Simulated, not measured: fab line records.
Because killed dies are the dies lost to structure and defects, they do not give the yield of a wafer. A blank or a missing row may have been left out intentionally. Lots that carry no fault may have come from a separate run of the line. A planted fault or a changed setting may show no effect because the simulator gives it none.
fab line records    flow rit-cmos
record lots=14  wafers=42  last-day=8
route steps=202 shown PLDD@122 M1@202
lots that met no fault: taken from a fault-free run of the same line
start-h: the number of hours between the record's first day and the start of the first shown wafer of the lot    wait-h: time in hours since the lot's previous step    " the same as in the row above    L1.1+2: one row covering several wafers at once    - no value, or no start given    * or withheld: withheld    < > ~ a bound
route shown NAME@n: names a module that has steps shown in the file, with the first one's number in the route    usual: mean/standard deviation of fault-free wafers    same: alike in all rows    chamber/n: place in a boat    sites: the reading at each site    _std_site: standard deviation of those values    _edge_site: mean of outer sites minus mean of inner sites    radius-mm: how far each site lies from the wafer's centre    mask NAME#n: copy n    behind: the last tool/chamber to shape the wafer    hold: reason for holding the lot/hours on hold/outcome of the hold    device: the n, p or np transistor that did not switch    end of line: at the end of the route, the tests of the same wafers    a step given without rows: its recipe and nothing more    killed: at the first sort, the dies lost to defects and structure; wafer yield is something else    map: dies across one wafer; x = killed, . = not, _ = none there
set.NAME: the setting that was run; set.NAME@STEP: the one run at that earlier step    model.NAME: the simulator's own value behind a step, which no gauge read
the route's steps for a sample of lots (tables are steps, rows are wafers)
services: when a tool's chamber went out of use (start-h, in hours from the record's first day, below 0 if earlier), for how many hours, and the reason
## steps
# step RIT_PLDD_IMPLANT_08
# recipe species=BF2  energy-kev=20  dose-cm2=9e+14  tilt-deg=7
# usual dose-ions-cm2=9.001e+14/8.4e+11  end-station-pressure-torr=7.3e-06/3.8e-07  faraday-current-uA=2815/48
lot.wafer  tool          chamber  start-h  wait-h  dose-ions-cm2  end-station-pressure-torr  faraday-current-uA
L132.2     implanter-03  0        54.44    0.1     8.994e+14      7.4e-06                    2825
L132.4     "             0        "        "       9.003e+14      7.1e-06                    2728
L132.6     "             0        "        "       9.022e+14      7.3e-06                    2802
L133.1     implanter-02  0        57.78    0.1     9.003e+14      7.6e-06                    2893
L133.4     "             0        "        "       9e+14          7.7e-06                    2836
L133.5     "             0        "        "       9.007e+14      6.9e-06                    2778
L134.2     implanter-04  0        62.11    0.1     8.998e+14      8e-06                      2824
L134.5     "             0        "        "       9.01e+14       7.6e-06                    2808
L134.6     "             0        "        "       9.006e+14      6.7e-06                    2741
L136.2     implanter-04  0        75.28    0.1     8.993e+14      7.4e-06                    2740
L136.3     "             0        "        "       8.994e+14      7.8e-06                    2787
L136.6     "             0        "        "       9.019e+14      7.1e-06                    2806
L138.3     implanter-04  0        80.23    0.1     1.7103e+15     9.1e-06                    5377
L138.4     "             0        "        "       1.7104e+15     9.5e-06                    5272
L138.5     "             0        "        "       1.71e+15       9.3e-06                    5259
L140.1     implanter-02  0        89.35    0.1     9.004e+14      6.8e-06                    2774
L140.5     "             0        "        "       9.005e+14      6.9e-06                    2820
L140.6     "             0        "        "       9.012e+14      7.2e-06                    2826
L141.1     implanter-02  0        94.93    0.1     9.01e+14       6.8e-06                    2782
L141.2     "             0        "        "       9.004e+14      7.6e-06                    2789
L141.6     "             0        "        "       9e+14          7.1e-06                    2847
L143.3     implanter-04  0        105.52   0.1     1.7096e+15     9.1e-06                    5304
L143.4     "             0        "        "       1.7096e+15     9.5e-06                    5323
L143.5     "             0        "        "       1.7102e+15     1.03e-05                   5457
L146.1     implanter-02  0        122.14   0.1     8.995e+14      7.4e-06                    2772
L146.2     "             0        "        "       8.996e+14      7.6e-06                    2827
L146.3     "             0        "        "       8.999e+14      7.3e-06                    2740
L148.2     implanter-03  0        135.63   0.1     8.991e+14      7.4e-06                    2779
L148.5     "             0        "        "       8.996e+14      7.3e-06                    2854
L148.6     "             0        "        "       8.999e+14      7.5e-06                    2825
L149.1     implanter-03  0        142.82   0.1     8.99e+14       8e-06                      2828
L149.4     "             0        "        "       9.008e+14      8.2e-06                    2925
L149.6     "             0        "        "       8.999e+14      7e-06                      2867
L150.1     implanter-02  0        149.42   0.1     9.009e+14      7.2e-06                    2859
L150.5     "             0        "        "       9.005e+14      7.5e-06                    2793
L150.6     "             0        "        "       8.993e+14      7.5e-06                    2860
L153.4     implanter-04  0        168.33   0.1     9.012e+14      7e-06                      2820
L153.5     "             0        "        "       8.999e+14      6.9e-06                    2810
L153.6     "             0        "        "       9.003e+14      7.2e-06                    2793
L154.1     implanter-04  0        171.17   0.1     8.977e+14      7.3e-06                    2828
L154.4     "             0        "        "       8.997e+14      7.5e-06                    2768
L154.6     "             0        "        "       8.987e+14      6.8e-06                    2879
# step RIT_PLDD_TW_MEAS_10
# usual PLDD_TW=2349/23
lot.wafer  tool           chamber  start-h  wait-h  hold                      PLDD_TW
L132.2     film-metro-01  -        54.75    0.1     -                         2340
L132.4     "              -        "        "       -                         2347
L132.6     "              -        "        "       -                         2333
L133.1     film-metro-03  -        58.11    0.1     -                         2380
L133.4     "              -        "        "       -                         2380
L133.5     "              -        "        "       -                         2381
L134.2     film-metro-03  -        62.42    0.1     -                         2380
L134.5     "              -        "        "       -                         2380
L134.6     "              -        "        "       -                         2364
L136.2     film-metro-03  -        75.59    0.1     -                         2372
L136.3     "              -        "        "       -                         2358
L136.6     "              -        "        "       -                         2360
L138.3     film-metro-01  -        80.52    0.1     await-dispo/0.2h/release  2711
L138.4     "              -        "        "       await-dispo/0.2h/release  2699
L138.5     "              -        "        "       await-dispo/0.2h/release  2727
L138.3     film-metro-01  -        80.75    0.2     -                         2709
L138.4     "              -        "        "       -                         2710
L138.5     "              -        "        "       -                         2715
L140.1     film-metro-03  -        89.67    0.1     -                         2366
L140.5     "              -        "        "       -                         2366
L140.6     "              -        "        "       -                         2367
L141.1     film-metro-03  -        95.25    0.1     -                         2370
L141.2     "              -        "        "       -                         2369
L141.6     "              -        "        "       -                         2369
L143.3     film-metro-03  -        105.81   0.1     await-dispo/0.2h/release  2730
L143.4     "              -        "        "       await-dispo/0.2h/release  2724
L143.5     "              -        "        "       await-dispo/0.2h/release  2740
L143.3     film-metro-03  -        106.04   0.2     -                         2725
L143.4     "              -        "        "       -                         2736
L143.5     "              -        "        "       -                         2723
L146.1     film-metro-03  -        122.47   0.1     -                         2379
L146.2     "              -        "        "       -                         2379
L146.3     "              -        "        "       -                         2369
L148.2     film-metro-04  -        135.94   0.1     -                         2329
L148.5     "              -        "        "       -                         2336
L148.6     "              -        "        "       -                         2328
L149.1     film-metro-01  -        143.15   0.1     -                         2335
L149.4     "              -        "        "       -                         2342
L149.6     "              -        "        "       -                         2330
L150.1     film-metro-03  -        149.75   0.1     -                         2378
L150.5     "              -        "        "       -                         2361
L150.6     "              -        "        "       -                         2375
L153.4     film-metro-01  -        168.61   0.1     -                         2339
L153.5     "              -        "        "       -                         2329
L153.6     "              -        "        "       -                         2340
L154.1     film-metro-03  -        171.49   0.1     -                         2368
L154.4     "              -        "        "       -                         2364
L154.6     "              -        "        "       -                         2367
# step RIT_SDANNEAL_RS_MEAS_06
# recipe thk-meas-gauge=four-point-probe
# usual PLDD_RS=178.8/0.46
lot.wafer  tool           chamber  start-h  wait-h  hold                      PLDD_RS[ohm/sq]
L132.2     film-metro-01  -        62.89    0.1     -                         179.3
L132.4     "              -        "        "       -                         179.4
L132.6     "              -        "        "       -                         179.7
L133.1     film-metro-01  -        65.00    0.1     -                         178.5
L133.4     "              -        "        "       -                         179.6
L133.5     "              -        "        "       -                         179.3
L134.2     film-metro-03  -        69.31    0.1     -                         179.3
L134.5     "              -        "        "       -                         179.6
L134.6     "              -        "        "       -                         179.5
L136.2     film-metro-01  -        83.04    0.1     -                         178.4
L136.3     "              -        "        "       -                         178.8
L136.6     "              -        "        "       -                         179.2
L138.3     film-metro-01  -        89.65    0.1     await-dispo/0.2h/release  153.0
L138.4     "              -        "        "       await-dispo/0.2h/release  152.2
L138.5     "              -        "        "       await-dispo/0.2h/release  152.9
L138.3     film-metro-01  -        90.16    0.5     -                         152.5
L138.4     "              -        "        "       -                         152.6
L138.5     "              -        "        "       -                         152.9
L140.1     film-metro-03  -        96.34    0.1     -                         178.7
L140.5     "              -        "        "       -                         179.2
L140.6     "              -        "        "       -                         178.8
L141.1     film-metro-01  -        101.57   0.1     -                         178.3
L141.2     "              -        "        "       -                         178.2
L141.6     "              -        "        "       -                         178.0
L143.3     film-metro-04  -        118.20   0.1     await-dispo/0.2h/release  152.9
L143.4     "              -        "        "       await-dispo/0.2h/release  152.8
L143.5     "              -        "        "       await-dispo/0.2h/release  152.5
L143.3     film-metro-04  -        118.49   0.3     -                         152.8
L143.4     "              -        "        "       -                         152.9
L143.5     "              -        "        "       -                         152.8
L146.1     film-metro-01  -        128.65   0.1     -                         177.3
L146.2     "              -        "        "       -                         177.8
L146.3     "              -        "        "       -                         177.9
L148.2     film-metro-04  -        142.01   0.1     -                         179.1
L148.5     "              -        "        "       -                         179.0
L148.6     "              -        "        "       -                         179.1
L149.1     film-metro-04  -        149.21   0.1     -                         178.6
L149.4     "              -        "        "       -                         178.0
L149.6     "              -        "        "       -                         178.2
L150.1     film-metro-01  -        156.34   0.1     -                         179.2
L150.5     "              -        "        "       -                         178.6
L150.6     "              -        "        "       -                         178.7
L153.4     film-metro-04  -        175.92   0.1     -                         178.4
L153.5     "              -        "        "       -                         179.0
L153.6     "              -        "        "       -                         179.1
L154.1     film-metro-04  -        177.78   0.1     -                         178.4
L154.4     "              -        "        "       -                         178.9
L154.6     "              -        "        "       -                         178.2
# step RIT_M1_PROBE_99
# usual defect-limited-yield=97.3/1.1  killed-at-contacts=0.0/0.2  killed-at-front-end=7/3  killed-dies=7/3  killed-open=3.4/1.8  killed-short=3.8/2.1  sort_bin_3_pad_short=0.2/0.27  sort_bin_5_function=1.5/0.8  sort_bin_6_memory=1.1/0.7  sort-n-pass=257/3  sort-yield-pct=97.3/1.1
# same gross-dies=264  killed_at_M0_to_M3=0  killed_at_M4_up=0  killed-at-back-side=0  killed-at-other=0
lot.wafer  tool       chamber  start-h  wait-h  defect-limited-yield[%]  killed-at-contacts  killed-at-front-end  killed-dies  killed-open  killed-short  sort_bin_3_pad_short[%]  sort_bin_5_function[%]  sort_bin_6_memory[%]  sort-n-pass  sort-yield-pct[%]
L132.2     prober-02  -        70.21    0.1     94.7                     0                   14                   14           7            7             0.4                      3.4                     1.5                   250          94.7
L132.4     prober-02  -        70.31    0.2     97.0                     0                   8                    8            3            5             0.4                      0.8                     1.9                   256          97.0
L132.6     prober-02  -        70.41    0.2     97.7                     0                   6                    6            2            4             0                        1.5                     0.8                   258          97.7
L133.1     prober-01  -        72.42    0.1     95.8                     0                   11                   11           9            2             0                        2.3                     1.9                   253          95.8
L133.4     prober-01  -        72.57    0.2     97.7                     0                   6                    6            3            3             0                        1.1                     1.1                   258          97.7
L133.5     prober-01  -        72.62    0.2     98.1                     0                   5                    5            4            1             0                        1.5                     0.4                   259          98.1
L134.2     prober-02  -        77.26    0.1     97.3                     0                   7                    7            3            4             0.4                      1.1                     1.1                   257          97.3
L134.5     prober-02  -        77.41    0.2     98.1                     0                   5                    5            1            4             0                        1.1                     0.8                   259          98.1
L134.6     prober-02  -        77.46    0.2     97.3                     0                   7                    7            4            3             0                        1.9                     0.8                   257          97.3
L136.2     prober-02  -        92.18    0.1     98.1                     0                   5                    5            3            2             0                        1.1                     0.8                   259          98.1
L136.3     prober-02  -        92.23    0.2     97.3                     0                   7                    7            4            3             0                        1.9                     0.8                   257          97.3
L136.6     prober-02  -        92.38    0.2     99.2                     0                   2                    2            2            0             0                        0.4                     0.4                   262          99.2
L140.1     prober-01  -        103.39   0.1     98.1                     0                   5                    5            1            4             0                        1.1                     0.8                   259          98.1
L140.5     prober-01  -        103.59   0.2     96.6                     0                   9                    9            5            4             0.4                      1.9                     1.1                   255          96.6
L140.6     prober-01  -        103.64   0.2     98.9                     0                   3                    3            1            2             0                        0.8                     0.4                   261          98.9
L141.1     prober-02  -        108.77   0.1     97.0                     0                   8                    8            2            6             0.8                      0                       2.3                   256          97.0
L141.2     prober-02  -        108.82   0.1     97.3                     0                   7                    7            2            5             0                        1.1                     1.5                   257          97.3
L141.6     prober-02  -        109.02   0.2     97.0                     0                   8                    8            5            3             0.4                      0.8                     1.9                   256          97.0
L146.1     prober-01  -        135.64   0.1     97.0                     0                   8                    8            1            7             0.4                      1.5                     1.1                   256          97.0
L146.2     prober-01  -        135.69   0.1     98.5                     0                   4                    4            1            3             0                        0.8                     0.8                   260          98.5
L146.3     prober-01  -        135.74   0.2     97.3                     0                   7                    7            4            3             0                        1.9                     0.8                   257          97.3
L148.2     prober-01  -        149.16   0.1     96.6                     0                   9                    9            5            3             0                        3.0                     0.4                   255          96.6
L148.5     prober-01  -        149.31   0.2     95.8                     0                   11                   11           4            7             0.4                      2.7                     1.1                   253          95.8
L148.6     prober-01  -        149.36   0.2     94.7                     0                   14                   14           7            7             0.4                      1.9                     3.0                   250          94.7
L149.1     prober-02  -        156.33   0.1     97.7                     0                   6                    6            5            1             0                        1.5                     0.8                   258          97.7
L149.4     prober-02  -        156.48   0.2     95.8                     0                   11                   11           6            5             0                        3.0                     1.1                   253          95.8
L149.6     prober-02  -        156.58   0.2     95.5                     0                   12                   12           6            6             0.4                      2.7                     1.5                   252          95.5
L150.1     prober-01  -        163.73   0.1     95.8                     0                   11                   11           5            6             0.4                      2.3                     1.5                   253          95.8
L150.5     prober-01  -        163.93   0.2     98.1                     0                   5                    5            0            5             0.4                      1.1                     0.4                   259          98.1
L150.6     prober-01  -        163.98   0.2     97.3                     0                   7                    7            1            6             0                        1.9                     0.8                   257          97.3
L153.4     prober-02  -        183.36   0.2     97.3                     0                   7                    7            3            4             0.4                      1.9                     0.4                   257          97.3
L153.5     prober-02  -        183.41   0.2     99.2                     0                   2                    2            2            0             0                        0.4                     0.4                   262          99.2
L153.6     prober-02  -        183.46   0.2     98.1                     0                   5                    5            2            3             0                        1.5                     0.4                   259          98.1
L154.1     prober-01  -        184.78   0.1     97.0                     0                   8                    8            3            5             0.4                      0.4                     2.3                   256          97.0
L154.4     prober-01  -        184.93   0.2     97.0                     1                   7                    8            5            3             0                        1.5                     1.5                   256          97.0
L154.6     prober-01  -        185.03   0.2     93.6                     0                   17                   17           4            13            0                        2.7                     3.8                   247          93.6
# killed by level:class
L132.2 GATE:geometric-particle:open=4 GATE:geometric-particle:short=4 SILICIDE:geometric-particle:short=2 FOX1:geometric-particle:open=1 REOX:geometric-particle:open=1 SPACER:geometric-particle:short=1 SPACER:geometric-particle:open=1
L132.4 GATE:geometric-particle:short=2 SPACER:geometric-particle:open=2 SPACER:geometric-particle:short=2 SILICIDE:geometric-particle:short=1 SILICIDE:geometric-particle:open=1
L132.6 REOX:geometric-particle:short=2 FOX1:geometric-particle:open=1 GATE:geometric-particle:short=1 REOX:geometric-particle:open=1 SPACER:geometric-particle:short=1
L133.1 GATE:geometric-particle:open=5 FOX2:geometric-particle:open=2 FOX1:geometric-particle:short=1 REOX:geometric-particle:short=1 SPACER:geometric-particle:open=1 SILICIDE:geometric-particle:open=1
L133.4 GATE:geometric-particle:open=3 FOX1:geometric-particle:short=1 FOX2:geometric-particle:short=1 SILICIDE:geometric-particle:short=1
L133.5 SILICIDE:geometric-particle:open=3 FOX2:geometric-particle:open=1 GATE:geometric-particle:short=1
L134.2 GATE:geometric-particle:short=3 FOX1:geometric-particle:open=1 FOX2:geometric-particle:open=1 REOX:geometric-particle:short=1 SPACER:geometric-particle:open=1
L134.5 GATE:geometric-particle:short=2 FOX1:geometric-particle:short=1 FOX2:geometric-particle:open=1 SPACER:geometric-particle:short=1
L134.6 FOX1:geometric-particle:open=1 FOX2:geometric-particle:open=1 GATE:geometric-particle:short=1 REOX:geometric-particle:short=1 REOX:geometric-particle:open=1 SPACER:geometric-particle:open=1 SILICIDE:geometric-particle:short=1
L136.2 GATE:geometric-particle:short=2 FOX1:geometric-particle:open=1 GATE:geometric-particle:open=1 SPACER:geometric-particle:open=1
L136.3 SPACER:geometric-particle:short=2 SPACER:geometric-particle:open=2 FOX1:geometric-particle:open=1 FOX2:geometric-particle:open=1 REOX:geometric-particle:short=1
L136.6 FOX1:geometric-particle:open=1 SILICIDE:geometric-particle:open=1
L140.1 FOX1:geometric-particle:short=1 FOX2:geometric-particle:short=1 GATE:geometric-particle:short=1 SILICIDE:geometric-particle:short=1 SILICIDE:geometric-particle:open=1
L140.5 GATE:geometric-particle:open=2 REOX:geometric-particle:short=2 FOX2:geometric-particle:open=1 GATE:geometric-particle:short=1 SPACER:geometric-particle:short=1 SPACER:geometric-particle:open=1 SILICIDE:geometric-particle:open=1
L140.6 FOX1:geometric-particle:short=1 GATE:geometric-particle:open=1 SPACER:geometric-particle:short=1
L141.1 GATE:geometric-particle:short=3 FOX1:geometric-particle:open=2 FOX1:geometric-particle:short=2 SILICIDE:geometric-particle:short=1
L141.2 GATE:geometric-particle:short=3 GATE:geometric-particle:open=2 FOX1:geometric-particle:short=1 SILICIDE:geometric-particle:short=1
L141.6 GATE:geometric-particle:short=3 REOX:geometric-particle:open=3 FOX1:geometric-particle:open=1 GATE:geometric-particle:open=1
L146.1 REOX:geometric-particle:short=3 SILICIDE:geometric-particle:short=2 GATE:geometric-particle:short=1 GATE:geometric-particle:open=1 SPACER:geometric-particle:short=1
L146.2 FOX1:geometric-particle:short=1 GATE:geometric-particle:short=1 SILICIDE:geometric-particle:short=1 SILICIDE:geometric-particle:open=1
L146.3 GATE:geometric-particle:short=2 FOX1:geometric-particle:open=1 FOX2:geometric-particle:open=1 FOX2:geometric-particle:short=1 GATE:geometric-particle:open=1 SPACER:geometric-particle:open=1
L148.2 GATE:geometric-particle:open=3 GATE:geometric-particle:short=2 FOX2:geometric-particle:short=1 REOX:geometric-particle:open=1 SILICIDE:geometric-particle:open=1 PSD:coat-microbubble-printed=1
L148.5 GATE:geometric-particle:short=3 GATE:geometric-particle:open=2 REOX:geometric-particle:short=2 FOX1:geometric-particle:open=1 SPACER:geometric-particle:open=1 SPACER:geometric-particle:short=1 SILICIDE:geometric-particle:short=1
L148.6 GATE:geometric-particle:open=3 FOX1:geometric-particle:short=2 FOX2:geometric-particle:short=2 GATE:geometric-particle:short=2 REOX:geometric-particle:open=2 FOX1:geometric-particle:open=1 FOX2:geometric-particle:open=1 REOX:geometric-particle:short=1
L149.1 GATE:geometric-particle:open=3 SPACER:geometric-particle:open=2 SPACER:geometric-particle:short=1
L149.4 GATE:geometric-particle:open=2 REOX:geometric-particle:short=2 SPACER:geometric-particle:open=2 FOX1:geometric-particle:short=1 FOX1:geometric-particle:open=1 GATE:geometric-particle:short=1 SPACER:geometric-particle:short=1 SILICIDE:geometric-particle:open=1
L149.6 SILICIDE:geometric-particle:short=3 SILICIDE:geometric-particle:open=3 GATE:geometric-particle:open=2 SPACER:geometric-particle:short=2 GATE:geometric-particle:short=1 SPACER:geometric-particle:open=1
L150.1 FOX1:geometric-particle:short=2 GATE:geometric-particle:short=2 SPACER:geometric-particle:open=2 SILICIDE:geometric-particle:open=2 REOX:geometric-particle:open=1 SPACER:geometric-particle:short=1 SILICIDE:geometric-particle:short=1
L150.5 GATE:geometric-particle:short=4 FOX2:geometric-particle:short=1
L150.6 FOX1:geometric-particle:short=2 GATE:geometric-particle:short=2 FOX2:geometric-particle:open=1 FOX2:geometric-particle:short=1 REOX:geometric-particle:short=1
L153.4 FOX1:geometric-particle:open=1 FOX1:geometric-particle:short=1 FOX2:geometric-particle:short=1 FOX2:geometric-particle:open=1 SPACER:geometric-particle:short=1 SILICIDE:geometric-particle:short=1 SILICIDE:geometric-particle:open=1
L153.5 SILICIDE:geometric-particle:open=2
L153.6 FOX1:geometric-particle:short=1 FOX2:geometric-particle:open=1 GATE:geometric-particle:short=1 SPACER:geometric-particle:open=1 SILICIDE:geometric-particle:short=1
L154.1 SPACER:geometric-particle:short=2 FOX2:geometric-particle:open=1 FOX2:geometric-particle:short=1 GATE:geometric-particle:open=1 GATE:geometric-particle:short=1 REOX:geometric-particle:short=1 SILICIDE:geometric-particle:open=1
L154.4 REOX:geometric-particle:open=2 SPACER:geometric-particle:open=2 REOX:geometric-particle:short=1 SPACER:geometric-particle:short=1 SILICIDE:geometric-particle:short=1 CONTACT:geometric-particle:open=1
L154.6 GATE:geometric-particle:short=4 FOX1:geometric-particle:short=3 SPACER:geometric-particle:short=3 FOX2:geometric-particle:short=2 FOX1:geometric-particle:open=1 GATE:geometric-particle:open=1 REOX:geometric-particle:open=1 SPACER:geometric-particle:open=1
## services
tool          chamber  start-h  hours  kind
implanter-02  -        104.09   5.3    repair
implanter-03  -        129.22   0.7    repair
implanter-04  -        136.36   3.6    repair
implanter-02  -        153.01   0.5    repair
implanter-02  -        170.57   4.2    repair
## key
first-sign step=RIT_PLDD_IMPLANT_08  reading=dose-ions-cm2  direction=up  sigmas=99+  usual=9.001e+14  struck=1.71e+15
effect step=RIT_PLDD_IMPLANT_08  reading=faraday-current-uA  direction=up  sigmas=52  usual=2815  struck=5332
effect step=RIT_PLDD_TW_MEAS_10  reading=visit  direction=added
effect step=RIT_PLDD_TW_MEAS_10  reading=PLDD_TW  direction=up  sigmas=16  usual=2349  struck=2722
effect step=RIT_SDANNEAL_RS_MEAS_06  reading=PLDD_RS  direction=down  sigmas=57  usual=178.8  struck=152.7
met-at RIT_PLDD_IMPLANT_08
struck-lots L138,L143
scrapped-behind RIT_SDANNEAL_RS_MEAS_06 L138.3,L138.4,L138.5,L143.3,L143.4,L143.5
onset-between 75.28 80.23
fault kind=process-parameter-drift  tool=implanter-04  chamber=-  onset-h=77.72  steps=RIT_PLDD_IMPLANT_08  channel=dose-cm2  offset=8.1e+14  shape=step  end-h=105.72  acts-in=these-recipes-only  stated=9e+14
